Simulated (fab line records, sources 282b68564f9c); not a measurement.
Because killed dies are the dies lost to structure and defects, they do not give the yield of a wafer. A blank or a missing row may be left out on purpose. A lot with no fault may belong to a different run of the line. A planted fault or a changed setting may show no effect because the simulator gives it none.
Comparing a struck lot with a sound one / flow rit_cmos / 20 out of 202 route steps
Sound: these wafers, L458.1, L458.3, L458.5. Wafers struck: L446.3, L446.4, L446.6. At the end, the cause is stated.
At each step with rows: each side's tool, then ch and its chambers, then its first start. Under that, the readings that differ: sound wafers / struck wafers / difference of the means / sigmas: that difference in standard deviations of wafers without a fault.
alike: readings with means less than 2 such deviations apart, plus words and numbers identical on both sides. not compared: withheld readings, readings lacking a value on some wafer, bounds such as >300 that could conceal the same value, and numbers that have no deviation in the record and whose values overlap.
The two part at a step that has a row with sigmas, a row that says differs or no value, or rows on one side only. Numbers that have no deviation but don't overlap get no sigmas and don't part them. A reading missing from all wafers of one side parts the sides only when that side holds two or more wafers.

first, 2 steps without rows for these wafers: RIT_PWELL_HARDBAKE_07 (time 120 s); RIT_PWELL_IMPLANT_08.
RIT_PWELL_STRIP_09: strips in O2, time 180 s.
  sound on plasma_asher-02 ch 0,1, day 6 00:02; struck on plasma_asher-04 ch 0,1, day 3 10:41
  alike: drypump_motor_current_A
  not compared: rf_hours_counter_h
RIT_PWELL_TW_MEAS_10:
  sound: film_metro-02 at day 6 00:13; struck: film_metro-02 at day 3 10:50
  alike: PWELL_TW
then, 1 step without rows for these wafers: RIT_WELLDRIVE_ANNEAL_00 (time 14700 s).
RIT_WELLDRIVE_RS_MEAS_01: the measuring method here is four-point-probe.
  sound: film_metro-04 at day 6 06:14; struck: film_metro-01 at day 3 16:11
  alike: NWELL_RS
RIT_WELLDRIVE_RS_MEAS_02: the measuring method here is four-point-probe.
  sound: film_metro-04 at day 6 06:21; struck: film_metro-01 at day 3 16:19
  alike: PWELL_RS
then, 5 steps without rows for these wafers: RIT_NRETRO_HMDS_00 (prime time 60 s); RIT_NRETRO_COAT_01 (resist thk 1300 nm); RIT_NRETRO_SOFTBAKE_02 (time 60 s); RIT_NRETRO_EXPOSE_03 (exposes mask M4, target cd 43900 nm); RIT_NRETRO_PEB_04.
RIT_NRETRO_DEVELOP_05: develop time 68 s.
  sound on litho_track-01 ch 0, day 6 07:00; struck on litho_track-02 ch 0, day 3 17:00
RIT_NRETRO_OVL_MEAS_06:
  sound: overlay-01 at day 6 07:29; struck: overlay-02 at day 3 17:41
  alike: NRETRO_OVL
then, 2 steps without rows for these wafers: RIT_NRETRO_HARDBAKE_07 (time 120 s); RIT_NRETRO_IMPLANT_08.
RIT_NRETRO_STRIP_09: strips in O2, time 180 s.
  sound on plasma_asher-01 ch 0,1, day 6 07:55; struck on plasma_asher-04 ch 0,1, day 3 18:13
  alike: drypump_motor_current_A
  not compared: rf_hours_counter_h
RIT_NRETRO_TW_MEAS_10:
  sound: film_metro-04 at day 6 08:05; struck: film_metro-04 at day 3 18:21
reading=NRETRO_TW; sound=1059 1062 1060; struck=227 228 229; difference=-832; sigmas=-99 or more
then, 1 step without rows for these wafers: RIT_PRETRO_HMDS_00 (prime time 60 s).
RIT_M1_PROBE_99:
  sound: prober-01 at day 7 15:05; struck: prober-01 at day 5 01:31
reading=killed_at_front_end; sound=7 8 9; struck=264 264 264; difference=+256; sigmas=+83
reading=killed_dies; sound=7 8 9; struck=264 264 264; difference=+256; sigmas=+83
reading=killed_on_rim; sound=1 2 5; struck=70 70 70; difference=+67; sigmas=+45
  alike: killed_at_contacts, killed_open, killed_short

WHERE THEY PART
First at RIT_NRETRO_TW_MEAS_10; last, within this record, at RIT_M1_PROBE_99.

WHY: what the simulator had put in
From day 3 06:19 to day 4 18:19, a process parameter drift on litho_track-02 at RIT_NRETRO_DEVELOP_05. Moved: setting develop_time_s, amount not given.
